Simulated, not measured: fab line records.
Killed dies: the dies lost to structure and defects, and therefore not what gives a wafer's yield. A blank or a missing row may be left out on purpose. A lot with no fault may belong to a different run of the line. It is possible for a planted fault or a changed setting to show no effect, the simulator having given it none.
The tool behind it: which one? :: flow berkeley-cmos170 :: Sampling: 24 lots, 72 wafers, 6 of 331 route steps

## WHAT THE GAUGES READ, wafer by wafer
UCB170_PWELL_THK_MEAS_03.
lot: L074
measured: day 2 21:55
on: film-metro-04
PWELL_OXIDE_THK (nm): 27.3 27.9 27.3

lot: L075
measured: day 2 21:56
on: film-metro-03
PWELL_OXIDE_THK (nm): 26.5 26.6 26.2

lot: L076
measured: day 3 05:52
on: film-metro-03
PWELL_OXIDE_THK (nm): 27.0 26.9 27.1

lot: L077
measured: day 3 09:00
on: film-metro-04
PWELL_OXIDE_THK (nm): 25.9 26.2 26.0

lot: L078
measured: day 3 20:53
on: film-metro-04
PWELL_OXIDE_THK (nm): 25.8 26.0 26.5

lot: L079
measured: day 3 20:53
on: film-metro-01
PWELL_OXIDE_THK (nm): 26.3 27.0 26.8

lot: L080
measured: day 3 20:54
on: film-metro-03
PWELL_OXIDE_THK (nm): 26.3 26.9 26.8

lot: L081
measured: day 4 06:11
on: film-metro-01
PWELL_OXIDE_THK (nm): 26.2 26.2 25.9

lot: L082
measured: day 4 06:13
on: film-metro-03
PWELL_OXIDE_THK (nm): 26.7 26.2 26.9

lot: L083
measured: day 4 22:16
on: film-metro-03
PWELL_OXIDE_THK (nm): 26.4 26.5 26.1

lot: L084
measured: day 4 22:18
on: film-metro-04
PWELL_OXIDE_THK (nm): 27.2 26.9 26.9

lot: L085
measured: day 5 01:01
on: film-metro-03
PWELL_OXIDE_THK (nm): 25.8 25.5 25.8

lot: L087
measured: day 5 09:28
on: film-metro-03
PWELL_OXIDE_THK (nm): 25.2 25.5 24.6

lot: L086
measured: day 5 09:29
on: film-metro-04
PWELL_OXIDE_THK (nm): 25.7 26.4 26.2

lot: L088
measured: day 5 14:44
on: film-metro-01
PWELL_OXIDE_THK (nm): 26.4 25.4 25.8

lot: L090
measured: day 6 03:24
on: film-metro-03
PWELL_OXIDE_THK (nm): 24.9 25.4 25.5

lot: L089
measured: day 6 03:25
on: film-metro-01
PWELL_OXIDE_THK (nm): 25.2 24.9 25.1

lot: L091
measured: day 6 03:25
on: film-metro-04
PWELL_OXIDE_THK (nm): 25.3 24.9 24.8

lot: L092
measured: day 6 13:53
on: film-metro-03
PWELL_OXIDE_THK (nm): 26.7 26.5 26.6

lot: L094
measured: day 7 01:54
on: film-metro-03
PWELL_OXIDE_THK (nm): 25.6 26.1 25.6

lot: L093
measured: day 7 01:55
on: film-metro-04
PWELL_OXIDE_THK (nm): 25.5 25.3 25.8

lot: L097
measured: day 7 09:59
on: film-metro-03
PWELL_OXIDE_THK (nm): 25.8 25.7 26.1

lot: L095
measured: day 7 10:00
on: film-metro-04
PWELL_OXIDE_THK (nm): 25.1 25.0 24.8

lot: L096
measured: day 7 14:44
on: film-metro-04
PWELL_OXIDE_THK (nm): 26.2 26.0 26.5

UCB170_SDANNEAL_RS_MEAS_05: uses a four-point probe to measure.
lot: L074
measured: day 7 00:49
on: film-metro-01
NLDD_RS (ohm/sq): 617.0 618.0 618.5

lot: L075
measured: day 7 01:31
on: film-metro-02
NLDD_RS (ohm/sq): 615.2 616.7 617.2

lot: L076
measured: day 7 16:29
on: film-metro-01
NLDD_RS (ohm/sq): 614.1 614.5 613.1

lot: L077
measured: day 7 16:38
on: film-metro-02
NLDD_RS (ohm/sq): 618.4 618.1 618.8

lot: L078
measured: day 8 00:23
on: film-metro-02
NLDD_RS (ohm/sq): 618.2 618.2 617.0

lot: L079
measured: day 8 00:06
on: film-metro-01
NLDD_RS (ohm/sq): 617.0 615.7 617.5

lot: L080
measured: day 8 00:17
on: film-metro-04
NLDD_RS (ohm/sq): 621.7 619.3 620.2

lot: L081
measured: day 8 01:51
on: film-metro-04
NLDD_RS (ohm/sq): 619.3 618.3 619.7

lot: L082
measured: day 8 01:41
on: film-metro-01
NLDD_RS (ohm/sq): 619.1 615.4 615.2

lot: L083
measured: day 9 03:02
on: film-metro-01
NLDD_RS (ohm/sq): 615.8 616.9 617.1

lot: L084
measured: day 9 02:38
on: film-metro-04
NLDD_RS (ohm/sq): 616.2 619.0 618.2

lot: L085
measured: day 9 03:14
on: film-metro-04
NLDD_RS (ohm/sq): 617.6 618.5 617.8

lot: L087
measured: day 9 10:09
on: film-metro-01
NLDD_RS (ohm/sq): 616.1 615.8 618.7

lot: L086
measured: day 9 09:58
on: film-metro-04
NLDD_RS (ohm/sq): 617.0 616.5 617.7

lot: L088
measured: day 9 09:40
on: film-metro-01
NLDD_RS (ohm/sq): 616.7 618.7 618.9

lot: L090
measured: day 10 05:08
on: film-metro-02
NLDD_RS (ohm/sq): 616.7 617.4 616.0

lot: L089
measured: day 10 04:46
on: film-metro-04
NLDD_RS (ohm/sq): 617.8 619.1 617.7

lot: L091
measured: day 10 04:58
on: film-metro-01
NLDD_RS (ohm/sq): 615.3 617.4 617.6

lot: L092
measured: day 10 19:43
on: film-metro-01
NLDD_RS (ohm/sq): 614.5 614.2 615.9

lot: L094
measured: day 11 05:51
on: film-metro-02
NLDD_RS (ohm/sq): 618.9 618.5 619.5

lot: L093
measured: day 11 17:57
on: film-metro-04
NLDD_RS (ohm/sq): 621.3 619.1 618.6

lot: L097
measured: day 11 17:16
on: film-metro-02
NLDD_RS (ohm/sq): 616.9 617.2 616.2

lot: L095
measured: day 12 01:47
on: film-metro-01
NLDD_RS (ohm/sq): 616.7 618.1 616.8

lot: L096
measured: day 12 07:07
on: film-metro-01
NLDD_RS (ohm/sq): 618.0 617.3 619.2

UCB170_V2_BOW_MEAS_03.
lot: L074
measured: day 7 18:33
on: film-metro-03
V2_BOW (um): 39 44 25

lot: L075
measured: day 7 19:50
on: film-metro-02
V2_BOW (um): 34 30 39

lot: L076
measured: day 8 13:01
on: film-metro-01
V2_BOW (um): 27 41 43

lot: L077
measured: day 8 13:02
on: film-metro-02
V2_BOW (um): 35 33 39

lot: L078
measured: day 8 22:47
on: film-metro-02
V2_BOW (um): 34 27 38

lot: L079
measured: day 8 21:55
on: film-metro-02
V2_BOW (um): 39 35 43

lot: L080
measured: day 8 22:43
on: film-metro-01
V2_BOW (um): 39 41 26

lot: L081
measured: day 8 22:14
on: film-metro-02
V2_BOW (um): 38 35 33

lot: L082
measured: day 8 22:12
on: film-metro-03
V2_BOW (um): 33 36 30

lot: L083
measured: day 9 22:07
on: film-metro-01
V2_BOW (um): 40 47 42

lot: L084
measured: day 9 21:29
on: film-metro-01
V2_BOW (um): 46 45 39

lot: L085
measured: day 9 21:50
on: film-metro-03
V2_BOW (um): 34 26 43

lot: L087
measured: day 10 10:30
on: film-metro-01
V2_BOW (um): 29 28 29

lot: L086
measured: day 10 10:53
on: film-metro-03
V2_BOW (um): 49 29 32

lot: L088
measured: day 10 10:16
on: film-metro-03
V2_BOW (um): 37 29 42

lot: L090
measured: day 11 03:45
on: film-metro-02
V2_BOW (um): 36 44 28

lot: L089
measured: day 10 23:13
on: film-metro-02
V2_BOW (um): 37 34 51

lot: L091
measured: day 11 04:04
on: film-metro-02
V2_BOW (um): 30 30 36

lot: L092
measured: day 11 16:13
on: film-metro-03
V2_BOW (um): 32 36 39

lot: L094
measured: day 12 04:54
on: film-metro-01
V2_BOW (um): 26 38 33

lot: L093
measured: day 12 15:09
on: film-metro-03
V2_BOW (um): 31 45 38

lot: L097
measured: day 12 15:55
on: film-metro-02
V2_BOW (um): 27 45 33

lot: L095
measured: day 12 20:52
on: film-metro-03
V2_BOW (um): 29 33 33

lot: L096
measured: day 13 05:35
on: film-metro-03
V2_BOW (um): 40 38 37

## EACH LOT AND THE TOOL THAT RAN IT (in order: tool; ch and the chambers of the sampled wafers; start)
lot: L074
UCB170_PWELL_STRIP_16: plasma-asher-01 ch 0,1, day 3 06:34
UCB170_ACTIVE_ETCH_15: rie-diel-03 ch 1,3, day 4 08:02
UCB170_SPACER_CVD_00: pecvd-01 ch 0,2, day 6 12:50

lot: L075
UCB170_PWELL_STRIP_16: plasma-asher-03 ch 0,1, day 3 06:38
UCB170_ACTIVE_ETCH_15: rie-diel-01 ch 0,1, day 4 08:17
UCB170_SPACER_CVD_00: pecvd-04 ch 0,1, day 6 13:19

lot: L076
UCB170_PWELL_STRIP_16: plasma-asher-01 ch 0,1, day 3 14:26
UCB170_ACTIVE_ETCH_15: rie-diel-01 ch 1,2, day 4 23:25
UCB170_SPACER_CVD_00: pecvd-04 ch 0,1, day 7 04:41

lot: L077
UCB170_PWELL_STRIP_16: plasma-asher-04 ch 0,1, day 3 15:54
UCB170_ACTIVE_ETCH_15: rie-diel-03 ch 0,1, day 4 23:38
UCB170_SPACER_CVD_00: pecvd-03 ch 0,1, day 7 05:19

lot: L078
UCB170_PWELL_STRIP_16: plasma-asher-03 ch 0,1, day 4 04:24
UCB170_ACTIVE_ETCH_15: rie-diel-03 ch 0,1,2, day 5 08:47
UCB170_SPACER_CVD_00: pecvd-04 ch 1,2, day 7 14:31

lot: L079
UCB170_PWELL_STRIP_16: plasma-asher-01 ch 0,1, day 4 04:04
UCB170_ACTIVE_ETCH_15: rie-diel-01 ch 0,2,3, day 5 08:40
UCB170_SPACER_CVD_00: pecvd-03 ch 0,1,2, day 7 14:31

lot: L080
UCB170_PWELL_STRIP_16: plasma-asher-04 ch 0,1, day 4 04:10
UCB170_ACTIVE_ETCH_15: rie-diel-04 ch 0,1,3, day 5 08:26
UCB170_SPACER_CVD_00: pecvd-01 ch 0,1,2, day 7 14:31

lot: L081
UCB170_PWELL_STRIP_16: plasma-asher-04 ch 0,1, day 4 12:13
UCB170_ACTIVE_ETCH_15: rie-diel-04 ch 0,2,3, day 5 16:07
UCB170_SPACER_CVD_00: pecvd-04 ch 0,2, day 7 16:14

lot: L082
UCB170_PWELL_STRIP_16: plasma-asher-03 ch 0,1, day 4 12:32
UCB170_ACTIVE_ETCH_15: rie-diel-01 ch 0,3, day 5 15:56
UCB170_SPACER_CVD_00: pecvd-03 ch 0,2, day 7 15:59

lot: L083
UCB170_PWELL_STRIP_16: plasma-asher-04 ch 1, day 5 06:31
UCB170_ACTIVE_ETCH_15: rie-diel-04 ch 2,3, day 6 17:05
UCB170_SPACER_CVD_00: pecvd-01 ch 0,1,2, day 8 16:58

lot: L084
UCB170_PWELL_STRIP_16: plasma-asher-01 ch 0,1, day 5 07:14
UCB170_ACTIVE_ETCH_15: rie-diel-01 ch 0,1,3, day 6 17:25
UCB170_SPACER_CVD_00: pecvd-03 ch 1,2, day 8 16:23

lot: L085
UCB170_PWELL_STRIP_16: plasma-asher-03 ch 0,1, day 5 09:12
UCB170_ACTIVE_ETCH_15: rie-diel-01 ch 0,1,2, day 6 17:40
UCB170_SPACER_CVD_00: pecvd-04 ch 0,1, day 8 17:14

lot: L087
UCB170_PWELL_STRIP_16: plasma-asher-01 ch 0,1, day 5 18:41
UCB170_ACTIVE_ETCH_15: rie-diel-01 ch 2,3, day 7 00:56
UCB170_SPACER_CVD_00: pecvd-03 ch 0,2, day 8 22:53

lot: L086
UCB170_PWELL_STRIP_16: plasma-asher-03 ch 0,1, day 5 18:27
UCB170_ACTIVE_ETCH_15: rie-diel-04 ch 2,3, day 7 00:43
UCB170_SPACER_CVD_00: pecvd-04 ch 0,1,2, day 8 22:31

lot: L088
UCB170_PWELL_STRIP_16: plasma-asher-03 ch 0,1, day 5 20:39
UCB170_ACTIVE_ETCH_15: rie-diel-03 ch 0,1,2, day 7 00:16
UCB170_SPACER_CVD_00: pecvd-04 ch 0,1,2, day 8 22:08

lot: L090
UCB170_PWELL_STRIP_16: plasma-asher-04 ch 0,1, day 6 14:02
UCB170_ACTIVE_ETCH_15: rie-diel-01 ch 0,1, day 7 11:29
UCB170_SPACER_CVD_00: pecvd-01 ch 1,2, day 9 17:53

lot: L089
UCB170_PWELL_STRIP_16: plasma-asher-01 ch 0,1, day 6 13:50
UCB170_ACTIVE_ETCH_15: rie-diel-04 ch 0,2,3, day 7 10:59
UCB170_SPACER_CVD_00: pecvd-03 ch 0,1,2, day 9 17:43

lot: L091
UCB170_PWELL_STRIP_16: plasma-asher-01 ch 0,1, day 6 14:21
UCB170_ACTIVE_ETCH_15: rie-diel-03 ch 0,2,3, day 7 11:43
UCB170_SPACER_CVD_00: pecvd-04 ch 0,1,2, day 9 17:53

lot: L092
UCB170_PWELL_STRIP_16: plasma-asher-04 ch 0,1, day 6 21:26
UCB170_ACTIVE_ETCH_15: rie-diel-03 ch 1,2,3, day 7 17:04
UCB170_SPACER_CVD_00: pecvd-04 ch 0,2, day 10 04:16

lot: L094
UCB170_PWELL_STRIP_16: plasma-asher-01 ch 0,1, day 7 08:59
UCB170_ACTIVE_ETCH_15: rie-diel-03 ch 1,3, day 8 08:29
UCB170_SPACER_CVD_00: pecvd-03 ch 0,1, day 10 19:26

lot: L093
UCB170_PWELL_STRIP_16: plasma-asher-03 ch 0,1, day 7 09:29
UCB170_ACTIVE_ETCH_15: rie-diel-01 ch 1,2, day 8 14:30
UCB170_SPACER_CVD_00: pecvd-01 ch 0,1,2, day 11 06:00

lot: L097
UCB170_PWELL_STRIP_16: plasma-asher-04 ch 0,1, day 7 16:02
UCB170_ACTIVE_ETCH_15: rie-diel-04 ch 1,2,3, day 8 19:30
UCB170_SPACER_CVD_00: pecvd-03 ch 1,2, day 11 05:43

lot: L095
UCB170_PWELL_STRIP_16: plasma-asher-01 ch 0,1, day 7 15:47
UCB170_ACTIVE_ETCH_15: rie-diel-03 ch 1,2,3, day 8 19:46
UCB170_SPACER_CVD_00: pecvd-01 ch 0,2, day 11 10:31

lot: L096
UCB170_PWELL_STRIP_16: plasma-asher-04 ch 0,1, day 8 04:03
UCB170_ACTIVE_ETCH_15: rie-diel-01 ch 1,2, day 9 15:31
UCB170_SPACER_CVD_00: pecvd-01 ch 0,1,2, day 11 23:03
- UCB170_PWELL_STRIP_16: strips in O2.
- UCB170_ACTIVE_ETCH_15: etches Si3N4 in CH3F/Ar/O2, stops on SiO2, target depth 242 nm, time 151 s.
- UCB170_SPACER_CVD_00: deposits SiO2 from TEOS/O2, target thk 376 nm, time 47 s.

## WHAT THE TOOLS THEMSELVES READ (means of the sampled wafers that have a number; where no wafer has one, the mark that the record gives instead)
UCB170_PWELL_STRIP_16.
lot: L074
tool: plasma-asher-01
drypump-motor-current-A (A): 5.8
oes-product-au (a.u.): 0.719
strip-time-to-endpoint-s (s): 18.05

lot: L075
tool: plasma-asher-03
drypump-motor-current-A (A): 5.5
oes-product-au (a.u.): 0.720
strip-time-to-endpoint-s (s): 18.05

lot: L076
tool: plasma-asher-01
drypump-motor-current-A (A): 5.8
oes-product-au (a.u.): 0.714
strip-time-to-endpoint-s (s): 17.96

lot: L077
tool: plasma-asher-04
drypump-motor-current-A (A): 6.1
oes-product-au (a.u.): 0.725
strip-time-to-endpoint-s (s): 18.05

lot: L078
tool: plasma-asher-03
drypump-motor-current-A (A): 5.4
oes-product-au (a.u.): 0.725
strip-time-to-endpoint-s (s): 17.94

lot: L079
tool: plasma-asher-01
drypump-motor-current-A (A): 5.8
oes-product-au (a.u.): 0.721
strip-time-to-endpoint-s (s): 17.99

lot: L080
tool: plasma-asher-04
drypump-motor-current-A (A): 5.9
oes-product-au (a.u.): 0.723
strip-time-to-endpoint-s (s): 17.91

lot: L081
tool: plasma-asher-04
drypump-motor-current-A (A): 6.1
oes-product-au (a.u.): 0.720
strip-time-to-endpoint-s (s): 18.14

lot: L082
tool: plasma-asher-03
drypump-motor-current-A (A): 5.4
oes-product-au (a.u.): 0.721
strip-time-to-endpoint-s (s): 18.03

lot: L083
tool: plasma-asher-04
drypump-motor-current-A (A): 6.2
oes-product-au (a.u.): 0.717
strip-time-to-endpoint-s (s): 18.06

lot: L084
tool: plasma-asher-01
drypump-motor-current-A (A): 6.2
oes-product-au (a.u.): 0.721
strip-time-to-endpoint-s (s): 18.19

lot: L085
tool: plasma-asher-03
drypump-motor-current-A (A): 5.4
oes-product-au (a.u.): 0.718
strip-time-to-endpoint-s (s): 18.15

lot: L087
tool: plasma-asher-01
drypump-motor-current-A (A): 6.2
oes-product-au (a.u.): 0.725
strip-time-to-endpoint-s (s): 18.18

lot: L086
tool: plasma-asher-03
drypump-motor-current-A (A): 5.4
oes-product-au (a.u.): 0.721
strip-time-to-endpoint-s (s): 18.15

lot: L088
tool: plasma-asher-03
drypump-motor-current-A (A): 5.4
oes-product-au (a.u.): 0.722
strip-time-to-endpoint-s (s): 18.00

lot: L090
tool: plasma-asher-04
drypump-motor-current-A (A): 5.9
oes-product-au (a.u.): 0.719
strip-time-to-endpoint-s (s): 18.11

lot: L089
tool: plasma-asher-01
drypump-motor-current-A (A): 6.2
oes-product-au (a.u.): 0.718
strip-time-to-endpoint-s (s): 18.04

lot: L091
tool: plasma-asher-01
drypump-motor-current-A (A): 6.2
oes-product-au (a.u.): 0.721
strip-time-to-endpoint-s (s): 18.09

lot: L092
tool: plasma-asher-04
drypump-motor-current-A (A): 6.1
oes-product-au (a.u.): 0.721
strip-time-to-endpoint-s (s): 18.16

lot: L094
tool: plasma-asher-01
drypump-motor-current-A (A): 6.2
oes-product-au (a.u.): 0.716
strip-time-to-endpoint-s (s): 18.13

lot: L093
tool: plasma-asher-03
drypump-motor-current-A (A): 5.4
oes-product-au (a.u.): 0.724
strip-time-to-endpoint-s (s): 18.28

lot: L097
tool: plasma-asher-04
drypump-motor-current-A (A): 6.1
oes-product-au (a.u.): 0.720
strip-time-to-endpoint-s (s): 17.99

lot: L095
tool: plasma-asher-01
drypump-motor-current-A (A): 6.2
oes-product-au (a.u.): 0.721
strip-time-to-endpoint-s (s): 18.21

lot: L096
tool: plasma-asher-04
drypump-motor-current-A (A): 6.0
oes-product-au (a.u.): 0.722
strip-time-to-endpoint-s (s): 18.14

UCB170_ACTIVE_ETCH_15.
lot: L074
tool: rie-diel-03
CH3F_flow_sccm (sccm): 19.95
drypump-motor-current-A (A): 5.9
mfc-ar-sccm (sccm): 50.04
oes-product-au (a.u.): 0.952
throttle-valve-pct (%): 8.14

lot: L075
tool: rie-diel-01
CH3F_flow_sccm (sccm): 20.01
drypump-motor-current-A (A): 6.2
mfc-ar-sccm (sccm): 50.23
oes-product-au (a.u.): 0.943
throttle-valve-pct (%): 8.13

lot: L076
tool: rie-diel-01
CH3F_flow_sccm (sccm): 19.99
drypump-motor-current-A (A): 5.9
mfc-ar-sccm (sccm): 50.02
oes-product-au (a.u.): 0.941
throttle-valve-pct (%): 7.95

lot: L077
tool: rie-diel-03
CH3F_flow_sccm (sccm): 20.01
drypump-motor-current-A (A): 5.9
mfc-ar-sccm (sccm): 49.85
oes-product-au (a.u.): 0.950
throttle-valve-pct (%): 8.05

lot: L078
tool: rie-diel-03
CH3F_flow_sccm (sccm): 20.06
drypump-motor-current-A (A): 5.9
mfc-ar-sccm (sccm): 50.08
oes-product-au (a.u.): 0.949
throttle-valve-pct (%): 8.00

lot: L079
tool: rie-diel-01
CH3F_flow_sccm (sccm): 19.92
drypump-motor-current-A (A): 6.1
mfc-ar-sccm (sccm): 49.95
oes-product-au (a.u.): 0.937
throttle-valve-pct (%): 8.05

lot: L080
tool: rie-diel-04
CH3F_flow_sccm (sccm): 20.01
drypump-motor-current-A (A): 5.8
mfc-ar-sccm (sccm): 50.00
oes-product-au (a.u.): 0.946
throttle-valve-pct (%): 8.10

lot: L081
tool: rie-diel-04
CH3F_flow_sccm (sccm): 19.97
drypump-motor-current-A (A): 5.2
mfc-ar-sccm (sccm): 49.92
oes-product-au (a.u.): 0.947
throttle-valve-pct (%): 8.17

lot: L082
tool: rie-diel-01
CH3F_flow_sccm (sccm): 20.05
drypump-motor-current-A (A): 5.9
mfc-ar-sccm (sccm): 50.05
oes-product-au (a.u.): 0.934
throttle-valve-pct (%): 8.09

lot: L083
tool: rie-diel-04
CH3F_flow_sccm (sccm): 19.99
drypump-motor-current-A (A): 5.0
mfc-ar-sccm (sccm): 50.21
oes-product-au (a.u.): 0.934
throttle-valve-pct (%): 8.16

lot: L084
tool: rie-diel-01
CH3F_flow_sccm (sccm): 19.97
drypump-motor-current-A (A): 5.8
mfc-ar-sccm (sccm): 49.91
oes-product-au (a.u.): 0.950
throttle-valve-pct (%): 8.10

lot: L085
tool: rie-diel-01
CH3F_flow_sccm (sccm): 20.00
drypump-motor-current-A (A): 6.0
mfc-ar-sccm (sccm): 49.90
oes-product-au (a.u.): 0.938
throttle-valve-pct (%): 8.03

lot: L087
tool: rie-diel-01
CH3F_flow_sccm (sccm): 19.91
drypump-motor-current-A (A): 5.8
mfc-ar-sccm (sccm): 49.85
oes-product-au (a.u.): 0.932
throttle-valve-pct (%): 8.01

lot: L086
tool: rie-diel-04
CH3F_flow_sccm (sccm): 19.97
drypump-motor-current-A (A): 4.9
mfc-ar-sccm (sccm): 50.12
oes-product-au (a.u.): 0.943
throttle-valve-pct (%): 8.15

lot: L088
tool: rie-diel-03
CH3F_flow_sccm (sccm): 19.97
drypump-motor-current-A (A): 5.9
mfc-ar-sccm (sccm): 50.00
oes-product-au (a.u.): 0.944
throttle-valve-pct (%): 8.01

lot: L090
tool: rie-diel-01
CH3F_flow_sccm (sccm): 19.94
drypump-motor-current-A (A): 5.8
mfc-ar-sccm (sccm): 50.04
oes-product-au (a.u.): 0.949
throttle-valve-pct (%): 8.10

lot: L089
tool: rie-diel-04
CH3F_flow_sccm (sccm): 19.99
drypump-motor-current-A (A): 5.2
mfc-ar-sccm (sccm): 49.79
oes-product-au (a.u.): 0.952
throttle-valve-pct (%): 8.16

lot: L091
tool: rie-diel-03
CH3F_flow_sccm (sccm): 20.02
drypump-motor-current-A (A): 5.8
mfc-ar-sccm (sccm): 49.98
oes-product-au (a.u.): 0.956
throttle-valve-pct (%): 8.11

lot: L092
tool: rie-diel-03
CH3F_flow_sccm (sccm): 20.03
drypump-motor-current-A (A): 5.9
mfc-ar-sccm (sccm): 49.96
oes-product-au (a.u.): 0.947
throttle-valve-pct (%): 8.10

lot: L094
tool: rie-diel-03
CH3F_flow_sccm (sccm): 20.04
drypump-motor-current-A (A): 5.9
mfc-ar-sccm (sccm): 50.01
oes-product-au (a.u.): 0.956
throttle-valve-pct (%): 8.14

lot: L093
tool: rie-diel-01
CH3F_flow_sccm (sccm): 19.98
drypump-motor-current-A (A): 5.6
mfc-ar-sccm (sccm): 49.88
oes-product-au (a.u.): 0.949
throttle-valve-pct (%): 7.99

lot: L097
tool: rie-diel-04
CH3F_flow_sccm (sccm): 20.01
drypump-motor-current-A (A): 5.4
mfc-ar-sccm (sccm): 50.03
oes-product-au (a.u.): 0.943
throttle-valve-pct (%): 8.10

lot: L095
tool: rie-diel-03
CH3F_flow_sccm (sccm): 20.02
drypump-motor-current-A (A): 5.9
mfc-ar-sccm (sccm): 50.01
oes-product-au (a.u.): 0.953
throttle-valve-pct (%): 8.09

lot: L096
tool: rie-diel-01
CH3F_flow_sccm (sccm): 20.01
drypump-motor-current-A (A): 5.7
mfc-ar-sccm (sccm): 50.10
oes-product-au (a.u.): 0.935
throttle-valve-pct (%): 8.00

UCB170_SPACER_CVD_00.
lot: L074
tool: pecvd-01
heater-power-w (W): 272

lot: L075
tool: pecvd-04
heater-power-w (W): 253

lot: L076
tool: pecvd-04
heater-power-w (W): 259

lot: L077
tool: pecvd-03
heater-power-w (W): 355

lot: L078
tool: pecvd-04
heater-power-w (W): 224

lot: L079
tool: pecvd-03
heater-power-w (W): 336

lot: L080
tool: pecvd-01
heater-power-w (W): 267

lot: L081
tool: pecvd-04
heater-power-w (W): 230

lot: L082
tool: pecvd-03
heater-power-w (W): 346

lot: L083
tool: pecvd-01
heater-power-w (W): 281

lot: L084
tool: pecvd-03
heater-power-w (W): 299

lot: L085
tool: pecvd-04
heater-power-w (W): 285

lot: L087
tool: pecvd-03
heater-power-w (W): 294

lot: L086
tool: pecvd-04
heater-power-w (W): 234

lot: L088
tool: pecvd-04
heater-power-w (W): 261

lot: L090
tool: pecvd-01
heater-power-w (W): 260

lot: L089
tool: pecvd-03
heater-power-w (W): 324

lot: L091
tool: pecvd-04
heater-power-w (W): 260

lot: L092
tool: pecvd-04
heater-power-w (W): 200

lot: L094
tool: pecvd-03
heater-power-w (W): 327

lot: L093
tool: pecvd-01
heater-power-w (W): 266

lot: L097
tool: pecvd-03
heater-power-w (W): 280

lot: L095
tool: pecvd-01
heater-power-w (W): 302

lot: L096
tool: pecvd-01
heater-power-w (W): 286

## THE ANSWER, worked out from the rows above alone
Rule: the usual values come from the lots themselves. Put in order of their means at a reading, lots are off if they are a third of the lots or fewer, leave a main group of 4 or more, and stand apart from it by a gap of 3 or more times the standard deviation of the main group's means; of several such gaps the widest counts. Not used: any main group whose means are identical at the precision the tables above print for the reading. A lot without any number at a reading at which 4 lots or more have one is off too. Any other lot the step has rows for is counted as sound. First the gauges in route order, then the tools' own readings, where a lot's mean is used as printed above. At the first step where some lot is off, the reading lying furthest off is the one used; lots without a number count as furthest.
Nothing can be told from this: no lot is off at any reading shown.

## WHAT THE SIMULATOR PUT IN
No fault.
